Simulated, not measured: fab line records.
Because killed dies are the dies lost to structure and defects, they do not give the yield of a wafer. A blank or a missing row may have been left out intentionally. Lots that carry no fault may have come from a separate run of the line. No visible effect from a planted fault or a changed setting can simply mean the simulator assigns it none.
Which of the tools did it? ; flow berkeley-cmos170 ; Sampling: 14 lots, 42 wafers, 5 of 331 route steps

== WHAT THE GAUGES SHOWED, per wafer ==
UCB170_NWELL_OVL_MEAS_12.
lot;measured;on;NWELL_OVL (nm)
L105;day 2 06:32;overlay-02;-4 -4 -7
L108;day 3 00:58;overlay-02;11 12 12
L109;day 3 07:22;overlay-01;-10 -15 0
L110;day 3 12:23;overlay-01;-6 -3 1
L111;day 3 17:58;overlay-02;0 -1 6
L114;day 4 08:26;overlay-02;-9 -12 0
L115;day 4 08:40;overlay-02;4 7 10
L117;day 4 15:39;overlay-01;-4 0 3
L121;day 5 14:25;overlay-02;-12 -11 -13
L122;day 5 18:34;overlay-02;-2 1 2
L123;day 5 22:44;overlay-01;12 4 13
L124;day 6 07:25;overlay-02;5 7 -2
L125;day 6 10:06;overlay-02;-2 0 4
L128;day 6 23:31;overlay-01;-5 -5 -3

UCB170_FIELD_THK_MEAS_90.
lot;measured;on;FIELD_OXIDE_LEFT_1_THK (nm)
L105;day 4 13:49;film-metro-02;430 442 424
L108;day 5 13:45;film-metro-02;432 427 441
L109;day 6 00:49;film-metro-02;437 441 438
L110;day 6 00:49;film-metro-04;441 430 439
L111;day 6 00:50;film-metro-03;445 444 447
L114;day 7 07:14;film-metro-02;432 439 425
L115;day 7 07:14;film-metro-04;433 427 430
L117;day 7 07:14;film-metro-03;440 440 439
L121;day 8 08:10;film-metro-02;430 438 430
L122;day 8 14:28;film-metro-03;433 426 430
L123;day 8 14:28;film-metro-04;450 432 439
L124;day 9 04:26;film-metro-02;433 436 432
L125;day 9 04:26;film-metro-03;441 443 439
L128;day 9 17:10;film-metro-02;429 436 425

UCB170_SPACER_THK_MEAS_01.
lot;measured;on;SPACER_TEOS_THK (nm)
L105;day 5 20:00;film-metro-04;372 377 379
L108;day 6 23:02;film-metro-04;374 372 381
L109;day 7 11:37;film-metro-01;756 751 762
L110;day 7 11:44;film-metro-04;367 368 366
L111;day 7 11:54;film-metro-03;375 380 380
L114;day 8 21:42;film-metro-01;743 748 751
L115;day 8 21:49;film-metro-04;371 380 378
L117;day 8 22:11;film-metro-03;369 373 381
L121;day 9 20:19;film-metro-01;382 380 376
L122;day 10 02:10;film-metro-03;371 367 373
L123;day 10 02:20;film-metro-04;376 377 386
L124;day 10 12:46;film-metro-04;371 369 376
L125;day 10 13:29;film-metro-04;376 383 375
L128;day 11 04:42;film-metro-03;378 376 377

== WHICH TOOL RAN EACH LOT (tool, then ch and the chambers of the sampled wafers, then the start) ==
lot;UCB170_NVT_STRIP_08;UCB170_SPACER_CVD_00
L105;plasma-asher-03 ch 0,1, day 5 03:58;pecvd-03 ch 0,1,2, day 5 19:58
L108;plasma-asher-02 ch 0,1, day 6 05:55;pecvd-03 ch 1,2, day 6 22:59
L109;plasma-asher-01 ch 0,1, day 6 13:44;pecvd-03 ch 0,2, day 7 11:22
L110;plasma-asher-02 ch 0,1, day 6 14:01;pecvd-02 ch 0,1,2, day 7 11:41
L111;plasma-asher-01 ch 0,1, day 6 14:04;pecvd-01 ch 0,1, day 7 11:51
L114;plasma-asher-01 ch 0,1, day 8 01:27;pecvd-01 ch 1,2, day 8 21:17
L115;plasma-asher-01 ch 0,1, day 8 01:43;pecvd-02 ch 0,1,2, day 8 21:47
L117;plasma-asher-03 ch 0,1, day 8 01:28;pecvd-03 ch 0,1,2, day 8 22:08
L121;plasma-asher-03 ch 0,1, day 9 00:45;pecvd-03 ch 0,1,2, day 9 20:14
L122;plasma-asher-03 ch 0,1, day 9 06:15;pecvd-03 ch 0,2, day 10 02:08
L123;plasma-asher-02 ch 0,1, day 9 06:30;pecvd-01 ch 0,1, day 10 02:18
L124;plasma-asher-02 ch 0,1, day 9 19:52;pecvd-03 ch 0,1,2, day 10 12:43
L125;plasma-asher-03 ch 0,1, day 9 20:08;pecvd-02 ch 0,1, day 10 13:26
L128;plasma-asher-01 ch 0,1, day 10 05:52;pecvd-03 ch 0,1,2, day 11 04:38
- UCB170_NVT_STRIP_08: strips in O2.
- UCB170_SPACER_CVD_00: deposits SiO2 from TEOS/O2, target thk 376 nm, time 47 s.

== WHAT THE TOOLS THEMSELVES READ (means of the sampled wafers that have a number; where no wafer has one, the mark that the record gives instead) ==
UCB170_NVT_STRIP_08.
lot;tool;drypump-motor-current-A (A);oes-product-au (a.u.);strip-time-to-endpoint-s (s)
L105;plasma-asher-03;5.7;0.735;21.60
L108;plasma-asher-02;6.1;0.732;21.62
L109;plasma-asher-01;5.2;0.733;21.64
L110;plasma-asher-02;6.1;0.735;21.66
L111;plasma-asher-01;5.2;0.735;21.67
L114;plasma-asher-01;5.2;0.737;21.64
L115;plasma-asher-01;5.2;0.733;21.59
L117;plasma-asher-03;5.3;0.727;21.66
L121;plasma-asher-03;5.7;0.739;21.60
L122;plasma-asher-03;5.3;0.736;21.63
L123;plasma-asher-02;6.1;0.736;21.60
L124;plasma-asher-02;6.1;0.731;21.80
L125;plasma-asher-03;5.7;0.735;21.61
L128;plasma-asher-01;5.2;0.733;21.65

UCB170_SPACER_CVD_00.
lot;tool;heater-power-w (W)
L105;pecvd-03;272
L108;pecvd-03;287
L109;pecvd-03;308
L110;pecvd-02;253
L111;pecvd-01;265
L114;pecvd-01;278
L115;pecvd-02;244
L117;pecvd-03;249
L121;pecvd-03;247
L122;pecvd-03;264
L123;pecvd-01;285
L124;pecvd-03;235
L125;pecvd-02;231
L128;pecvd-03;243

== THE ANSWER, worked out from the rows above alone ==
Rule: the lots themselves supply what counts as usual. The widest of any qualifying gaps counts: lots, ordered by their means at a reading, are off when they make up no more than a third of the lots, leave a main group of 4 or more, and stand apart from it by 3 or more times the standard deviation of that group's means. Not used: any main group whose means are identical at the precision the tables above print for the reading. Also off: a lot with no number at a reading for which 4 or more lots have one. All remaining lots with rows at the step are treated as sound. The gauges are gone through in route order, then the tools' own readings, and for those a lot's mean is taken as printed above. The first step at which some lot is off is used, and at that step the reading that is off furthest; a lot without a number counts as furthest.
Off: L109, L114, at UCB170_SPACER_THK_MEAS_01 (SPACER_TEOS_THK). Mean 375 nm and standard deviation 3.7 in the main group.
A tool fits if, at a process step before that reading, it ran every lot that is off, and no sound lot after the first of them. The gauges at UCB170_SPACER_THK_MEAS_01 are tried like those tools. Of those tried, none fits.

== WHAT HAD BEEN PUT IN BY THE SIMULATOR ==
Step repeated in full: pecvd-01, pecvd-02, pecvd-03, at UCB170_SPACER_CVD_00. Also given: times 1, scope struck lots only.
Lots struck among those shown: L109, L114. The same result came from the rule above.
